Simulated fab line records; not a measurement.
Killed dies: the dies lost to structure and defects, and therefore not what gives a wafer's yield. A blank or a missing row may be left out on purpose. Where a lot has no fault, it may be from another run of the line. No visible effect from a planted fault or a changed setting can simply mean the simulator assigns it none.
Check for tools in common | flow rit cmos | Lots sampled 15, wafers sampled 45

REASON IT WAS OPENED
Of 15 lots, 3 have the reading CONTACT_OVL flagged at RIT_CONTACT_OVL_MEAS_09. Fault-free wafers read -0.5 nm, with a standard deviation of 1.6.
Rule: flag the lot when none of its wafers has a number, or when each of its wafers that has one lies beyond 4 standard deviations from that mean. All remaining lots are regarded as sound.

lot  | measured    | on         | CONTACT_OVL (nm), wafer by wafer | flag
L315 | day 3 06:44 | overlay-01 | -1.7 -2.5 -2.0                   |
L316 | day 3 13:43 | overlay-02 | -0.9 0.3 0.0                     |
L317 | day 3 19:22 | overlay-02 | -0.7 -3.3 -3.4                   |
L318 | day 3 21:40 | overlay-02 | 0.9 1.5 0.6                      |
L319 | day 4 02:20 | overlay-01 | 1.1 0.5 0.8                      |
L320 | day 4 09:07 | overlay-01 | 0.1 2.2 0.3                      |
L321 | day 4 13:02 | overlay-01 | -0.7 -1.0 -1.4                   |
L322 | day 4 23:46 | overlay-01 | -1.4 -2.1 0.1                    |
L327 | day 6 12:53 | overlay-01 | 238.2 239.2 237.2                | FLAGGED
L330 | day 6 23:28 | overlay-01 | 238.0 237.1 237.7                | FLAGGED
L329 | day 7 00:26 | overlay-02 | 239.3 240.9 239.4                | FLAGGED
L333 | day 7 16:01 | overlay-02 | 1.1 -0.7 -1.6                    |
L335 | day 7 22:58 | overlay-02 | -0.5 1.4 0.6                     |
L336 | day 8 00:30 | overlay-01 | 1.5 2.1 2.7                      |
L338 | day 8 04:14 | overlay-02 | -0.7 -2.1 -2.1                   |
Flagged lots average 238.6 nm: +239.1 nm relative to the usual, that is +99 or more standard deviations.

EACH LOT AND THE TOOL IT RAN ON
The record keeps 1 process step preceding the reading, out of 202 steps on the route. Cell contents, in order: the tool; ch with the chambers the sampled wafers went through; the start.
lot  | flag    | RIT_CONTACT_EXPOSE_05
L315 |         | iline stepper-01 ch 0, day 3 06:07
L316 |         | iline stepper-02 ch 0, day 3 13:04
L317 |         | iline stepper-01 ch 0, day 3 18:44
L318 |         | iline stepper-02 ch 0, day 3 21:04
L319 |         | iline stepper-01 ch 0, day 4 01:43
L320 |         | iline stepper-01 ch 0, day 4 08:30
L321 |         | iline stepper-01 ch 0, day 4 12:25
L322 |         | iline stepper-01 ch 0, day 4 23:08
L327 | FLAGGED | iline stepper-02 ch 0, day 6 12:15
L330 | FLAGGED | iline stepper-02 ch 0, day 6 22:50
L329 | FLAGGED | iline stepper-02 ch 0, day 6 23:49
L333 |         | iline stepper-01 ch 0, day 7 15:25
L335 |         | iline stepper-01 ch 0, day 7 22:20
L336 |         | iline stepper-01 ch 0, day 7 23:52
L338 |         | iline stepper-01 ch 0, day 8 03:36
What is done by these steps:
- RIT_CONTACT_EXPOSE_05: exposes mask M11, target cd 1000 nm.
- RIT_CONTACT_OVL_MEAS_09

FLAGGED AGAINST TOTAL, ONE TOOL AT A TIME (gauges that did the reading follow at the end)
step                    | tool             | lots run | flagged | share of the flagged lots | sound lots run after its first flagged lot
RIT_CONTACT_EXPOSE_05   | iline stepper-01 | 10       | 0       | none                      | -
RIT_CONTACT_EXPOSE_05   | iline stepper-02 | 5        | 3       | all                       | 0
RIT_CONTACT_OVL_MEAS_09 | overlay-01       | 8        | 2       | some                      | 1 (L336)
RIT_CONTACT_OVL_MEAS_09 | overlay-02       | 7        | 1       | some                      | 3 (L333,L335,L338)

WHAT IS ALLOWED BY THE TABLE
All flagged lots share 1 row of the table, namely iline stepper-02 at RIT_CONTACT_EXPOSE_05.
- iline stepper-02 at RIT_CONTACT_EXPOSE_05: 3 of its 5 lots flagged. Its last sound lot is L318 (day 3 21:04), its first flagged lot L327 (day 6 12:15): a fault that began between those two fits.
Left over: one tool, iline stepper-02 at RIT_CONTACT_EXPOSE_05.

WHAT THE SIMULATOR HAD PUT IN
Scanner matching overlay: iline stepper-02, from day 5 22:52 on, at RIT_CONTACT_EXPOSE_05. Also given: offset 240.
Shown lots that were struck: L327, L330, L329. This agrees with what the rule above found.
